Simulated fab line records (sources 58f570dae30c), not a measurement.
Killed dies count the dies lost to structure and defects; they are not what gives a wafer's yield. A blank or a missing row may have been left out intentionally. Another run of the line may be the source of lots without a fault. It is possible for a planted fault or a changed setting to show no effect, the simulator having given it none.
Which tool did it? + flow berkeley cmos170 + Sampling: 13 lots, 39 wafers, 4 of 331 route steps

== WHAT THE GAUGES SHOWED, per wafer ==
UCB170_V1_CD_MEAS_90 targets a cd of 700 nm.
| lot  | measured     | on        | cd nm (nm)        |
|------|--------------|-----------|-------------------|
| L177 | day 8 16:15  | cd sem-01 | 698.8 698.8 698.0 |
| L178 | day 8 18:03  | cd sem-01 | 700.4 699.2 699.8 |
| L181 | day 9 09:07  | cd sem-01 | 700.7 700.7 700.6 |
| L184 | day 10 05:19 | cd sem-01 | 701.0 702.0 701.7 |
| L185 | day 10 17:52 | cd sem-01 | 699.6 701.1 700.1 |
| L188 | day 11 01:23 | cd sem-02 | 699.3 700.7 699.3 |
| L187 | day 11 04:40 | cd sem-01 | 698.6 699.1 696.8 |
| L189 | day 11 04:29 | cd sem-02 | 698.1 700.4 698.6 |
| L191 | day 11 14:46 | cd sem-01 | 700.7 702.1 702.4 |
| L194 | day 12 08:27 | cd sem-01 | 700.6 701.7 701.0 |
| L195 | day 12 07:58 | cd sem-01 | - - -             |
| L199 | day 13 11:03 | cd sem-02 | 700.2 699.1 698.9 |
| L200 | day 14 14:03 | cd sem-02 | 700.5 701.2 701.7 |

UCB170_M2_THK_MEAS_03: measures by xrf.
| lot  | measured     | on            | M2_AL_THK (nm) |
|------|--------------|---------------|----------------|
| L177 | day 8 16:38  | film metro-02 | 871 857 853    |
| L178 | day 8 18:26  | film metro-03 | 877 873 877    |
| L181 | day 9 09:31  | film metro-04 | 855 858 858    |
| L184 | day 10 05:41 | film metro-04 | 863 868 869    |
| L185 | day 10 18:15 | film metro-03 | 865 857 867    |
| L188 | day 11 01:46 | film metro-03 | 873 859 873    |
| L187 | day 11 05:03 | film metro-04 | 861 869 856    |
| L189 | day 11 04:50 | film metro-02 | 878 859 879    |
| L191 | day 11 15:09 | film metro-02 | 851 847 850    |
| L194 | day 12 08:50 | film metro-03 | 843 855 858    |
| L199 | day 13 11:25 | film metro-03 | 875 848 869    |
| L200 | day 14 14:26 | film metro-02 | 871 868 874    |

== WHAT TOOL EACH LOT RAN ON (gives the tool, then ch and the chambers of the sampled wafers, and finally the start) ==
| lot  | UCB170_V1_CVD_00                | UCB170_V1_PEB_10                  |
|------|---------------------------------|-----------------------------------|
| L177 | pecvd-03 ch 0,1,2, day 8 13:55  | litho track-01 ch 0, day 8 15:32  |
| L178 | pecvd-02 ch 0,1,2, day 8 15:16  | litho track-01 ch 0, day 8 17:20  |
| L181 | pecvd-01 ch 0,1,2, day 9 06:57  | litho track-03 ch 0, day 9 08:25  |
| L184 | pecvd-02 ch 0,2, day 10 02:03   | litho track-03 ch 0, day 10 04:37 |
| L185 | pecvd-03 ch 1,2, day 10 15:37   | litho track-02 ch 0, day 10 17:09 |
| L188 | pecvd-01 ch 0,1, day 10 22:28   | litho track-02 ch 0, day 11 00:40 |
| L187 | pecvd-01 ch 1,2, day 11 01:54   | litho track-03 ch 0, day 11 03:57 |
| L189 | pecvd-02 ch 0,1,2, day 11 01:59 | litho track-02 ch 0, day 11 03:47 |
| L191 | pecvd-03 ch 1,2, day 11 11:55   | litho track-03 ch 0, day 11 13:48 |
| L194 | pecvd-01 ch 0,1, day 12 04:49   | litho track-02 ch 0, day 12 07:06 |
| L195 | pecvd-03 ch 0,1,2, day 12 04:49 | litho track-01, day 12 06:42      |
| L199 | pecvd-03 ch 0,1,2, day 13 08:44 | litho track-01 ch 0, day 13 10:21 |
| L200 | pecvd-01 ch 0,1,2, day 14 11:47 | litho track-01 ch 0, day 14 13:16 |
- UCB170_V1_CVD_00: deposits SiO2 from TEOS/O2, target thk 2000 nm, time 250 s.
- UCB170_V1_PEB_10

== AS READ BY THE TOOLS THEMSELVES (means over the sampled wafers that have a number; for cases with no such wafer, the mark the record gives instead) ==
UCB170_V1_CVD_00.
| lot  | tool     | heater power w (W) |
|------|----------|--------------------|
| L177 | pecvd-03 | 244                |
| L178 | pecvd-02 | 247                |
| L181 | pecvd-01 | 283                |
| L184 | pecvd-02 | 300                |
| L185 | pecvd-03 | 189                |
| L188 | pecvd-01 | 319                |
| L187 | pecvd-01 | 287                |
| L189 | pecvd-02 | 244                |
| L191 | pecvd-03 | 189                |
| L194 | pecvd-01 | 330                |
| L195 | pecvd-03 | 255                |
| L199 | pecvd-03 | 233                |
| L200 | pecvd-01 | 328                |

UCB170_V1_PEB_10.
| lot  | tool           | chill plate temp C (C) | exhaust pa (Pa) | plate temp C (C) | resist line temp C (C) |
|------|----------------|------------------------|-----------------|------------------|------------------------|
| L177 | litho track-01 | 23.02                  | 45.0            | 130.04           | 22.97                  |
| L178 | litho track-01 | 23.13                  | 45.9            | 130.08           | 23.04                  |
| L181 | litho track-03 | 22.93                  | 44.7            | 129.98           | 23.04                  |
| L184 | litho track-03 | 23.02                  | 44.6            | 129.83           | 22.91                  |
| L185 | litho track-02 | 23.10                  | 45.4            | 129.87           | 23.11                  |
| L188 | litho track-02 | 22.99                  | 45.6            | 130.12           | 23.19                  |
| L187 | litho track-03 | 22.95                  | 46.0            | 130.17           | 23.02                  |
| L189 | litho track-02 | 23.16                  | 45.3            | 129.88           | 22.99                  |
| L191 | litho track-03 | 22.93                  | 45.1            | 129.90           | 23.05                  |
| L194 | litho track-02 | 23.09                  | 45.5            | 130.01           | 23.03                  |
| L195 | litho track-01 | -                      | -               | -                | -                      |
| L199 | litho track-01 | 23.01                  | 46.6            | 129.88           | 22.84                  |
| L200 | litho track-01 | 23.07                  | 45.0            | 129.88           | 22.86                  |

== THE ANSWER, worked out from the rows above alone ==
Rule: the lots themselves supply what counts as usual. Put in order of their means at a reading, lots are off if they are a third of the lots or fewer, leave a main group of 4 or more, and stand apart from it by a gap of 3 or more times the standard deviation of the main group's means; of several such gaps the widest counts. A main group whose means are all the same, to the digits that the tables above print for the reading, isn't used. Also off: a lot with no number at a reading for which 4 or more lots have one. Any other lot the step has rows for is counted as sound. After the gauges, taken in route order, come the tools' own readings; for these a lot's mean is taken, as printed above. At the first step where some lot is off, the reading lying furthest off is the one used; lots without a number count as furthest.
Off, at UCB170_V1_CD_MEAS_90 on cd nm: L195. Without a number there: L195. The main group: mean 700.1 nm, standard deviation 1.1.
A tool fits if, at a process step before that reading, it ran every lot that is off, and no sound lot after the first of them. Not tried: the gauges at UCB170_V1_CD_MEAS_90; whatever is off there is also off at UCB170_V1_PEB_10, on other tools, and gauge error can't account for it. None of those tried fits.

== WHAT THE SIMULATOR HAD INSERTED ==
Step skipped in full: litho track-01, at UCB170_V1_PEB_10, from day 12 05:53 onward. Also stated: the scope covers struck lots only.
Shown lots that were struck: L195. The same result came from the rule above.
